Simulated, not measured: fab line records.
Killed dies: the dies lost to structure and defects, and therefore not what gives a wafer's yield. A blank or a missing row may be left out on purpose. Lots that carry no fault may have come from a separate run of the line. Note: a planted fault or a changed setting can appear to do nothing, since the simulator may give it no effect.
Comparing a struck lot with a sound one -- flow rit_cmos -- 27 out of 202 route steps
Sound: the wafers L929.2, L929.4, L929.5. The struck wafers were L918.2, L918.4, L918.5. The cause is named last.
Each step with rows lists, per side, the tool, then ch with its chambers, then its first start. Under that, the readings that differ: sound wafers -- struck wafers -- difference of the means -- sigmas: that difference in standard deviations of wafers without a fault.
alike: readings whose means differ by less than 2 such deviations, and words and numbers that are the same on both sides. not compared: withheld readings, readings that some wafer has no value for, bounds like >300 that may hide the same value, and numbers for which the record gives no deviation and whose values overlap.
A row with sigmas, a row that says differs or no value, or rows on one side alone: a step with any of these is where the two part. Numbers that have no deviation but don't overlap get no sigmas and don't part them. A reading that every wafer of one side lacks parts them only if that side has two wafers or more.

RIT_ACTIVE_BOW_MEAS_00:
  sound on film_metro-02 at day 4 18:01; struck on film_metro-02 at day 2 11:01
  alike: INCOMING_BOW
then, 1 step without rows for these wafers: RIT_ACTIVE_OXIDATION_01 (target thk 46.8 nm, ox time 3360 s).
RIT_ACTIVE_THK_MEAS_02:
  sound on film_metro-02 at day 4 20:53; struck on film_metro-04 at day 2 14:28
  alike: ACTIVE_OXIDE_THK
RIT_ACTIVE_CVD_03: deposits Si3N4 from SiH2Cl2/NH3, target thk 150 nm, time 1500 s.
  sound on lpcvd-02 ch 0, day 4 20:56; struck on lpcvd-01 ch 1, day 2 14:31
reading,sound,struck,difference,sigmas
spike_tc_centre_C (C),809.8 811.3 811.6,825.5 823.4 824.7,+13.6,+10
spike_tc_load_C (C),833.9 832.5 833.7,843.3 844.8 846.0,+11.3,+5
spike_tc_source_C (C),831 831 832,840 840 840,+9,+2
model.Si3N4_of_ACTIVE_CVD_03.thk_nm (nm),148.4 149.2 149.5,185.2 184.8 183.6,+35.5,
RIT_ACTIVE_THK_MEAS_04:
  sound on film_metro-02 at day 4 22:21; struck on film_metro-04 at day 2 15:56
reading,sound,struck,difference,sigmas
ACTIVE_NITRIDE_THK (nm),148.6 149.2 149.7,185.1 184.8 183.7,+35.4,+24
then, 6 steps without rows for these wafers: RIT_ACTIVE_HMDS_05 (prime time 60 s); RIT_ACTIVE_COAT_06 (resist thk 984.1 nm); RIT_ACTIVE_SOFTBAKE_07 (time 60 s); RIT_ACTIVE_EXPOSE_08 (exposes mask M1, target cd 1400 nm); RIT_ACTIVE_PEB_09; RIT_ACTIVE_DEVELOP_10 (develop time 51.79 s).
RIT_ACTIVE_CD_MEAS_11 targets a cd of 1400 nm.
  sound on cd_sem-02 at day 4 23:21; struck on cd_sem-01 at day 2 16:56
  alike: cd_nm
then, 1 step without rows for these wafers: RIT_ACTIVE_HARDBAKE_12 (time 60 s).
RIT_ACTIVE_ETCH_13: etches Si3N4 in SF6, stops on SiO2, time 210 s, target depth 210 nm.
  sound on rie_diel-01 ch 0,3, day 4 23:36; struck on rie_diel-04 ch 2,3, day 2 17:11
reading,sound,struck,difference,sigmas
oes_product_au (a.u.),0.826 0.832 0.810,0.934 0.927 0.924,+0.106,+9
model.etch.depth_nm (nm),148.4 149.2 149.5,185.2 184.8 183.6,+35.5,
model.ACTIVE.feature_depth_nm (nm),149.9 150.6 149.7,186.9 186.5 183.6,+35.6,
  alike: drypump_motor_current_A, throttle_valve_pct
  not compared: rf_hours_counter_h
RIT_ACTIVE_STRIP_14: strips in O2, time 180 s.
  sound on plasma_asher-03 ch 0,1, day 4 23:44; struck on plasma_asher-04 ch 0,1, day 2 17:19
reading,sound,struck,difference,sigmas
drypump_motor_current_A (A),5.1 5.1 5.1,6.9 6.9 5.8,+1.4,+2
  not compared: rf_hours_counter_h
RIT_ACTIVE_CD_MEAS_90 targets a cd of 1400 nm.
  sound on cd_sem-02 at day 4 23:56; struck on cd_sem-01 at day 2 17:31
  alike: cd_nm
then, 4 steps without rows for these wafers: RIT_ACTIVE_CLEAN_15 (cleans in SC1, time 600 s); RIT_ACTIVE_CLEAN_16 (cleans in dHF, time 30 s); RIT_ACTIVE_CLEAN_17 (cleans in SC2, time 600 s); RIT_FOX1_OXIDATION_00 (target thk 350.7 nm, ox time 1130 s).
RIT_FOX1_THK_MEAS_01:
  sound on film_metro-01 at day 5 02:12; struck on film_metro-02 at day 2 19:21
  alike: FOX1_OXIDE_THK
then, 2 steps without rows for these wafers: RIT_FOX1_WET_ETCH_02 (etches SiO2 in BOE, target depth 350 nm, time 390 s); RIT_FOX2_OXIDATION_00 (target thk 350.7 nm, ox time 1130 s).
RIT_FOX2_THK_MEAS_01:
  sound on film_metro-01 at day 5 04:26; struck on film_metro-04 at day 2 20:50
  alike: FOX2_OXIDE_THK
RIT_FOX2_CLEAN_02: cleans in dHF, time 180 s.
  sound on wet_bench-04 ch 0, day 5 04:29; struck on wet_bench-02 ch 3, day 2 20:53
reading,sound,struck,difference,sigmas
model.Si3N4_of_ACTIVE_CVD_03.thk_nm (nm),129.2 130 130.3,165.9 165.6 164.4,+35.5,
then, 1 step without rows for these wafers: RIT_FOX2_WET_ETCH_03 (etches Si3N4 in H3PO4, target depth 195 nm, time 2700 s).
RIT_M1_PROBE_99:
  sound on prober-02 at day 6 18:52; struck on prober-01 at day 4 16:16
reading,sound,struck,difference,sigmas
killed_at_contacts,0 0 1,0 0 0,+0,-2
model.etest.pldd.width_nm (nm),3178 3192 3180,3222 3196 3225,+31,
model.etest.nldd.width_nm (nm),3182 3202 3177,3220 3204 3224,+29,
  alike: killed_at_M0_to_M3, killed_at_front_end, killed_dies, killed_open, killed_short
  not compared: model.etest.nplus_sal.width_nm, model.etest.pplus_sal.width_nm

== WHERE THEY PART ==
Last at RIT_M1_PROBE_99 as far as this record goes, first at RIT_ACTIVE_CVD_03.

WHY: the cause the simulator had injected
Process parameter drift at RIT_ACTIVE_CVD_03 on lpcvd-01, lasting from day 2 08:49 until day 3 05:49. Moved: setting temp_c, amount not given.
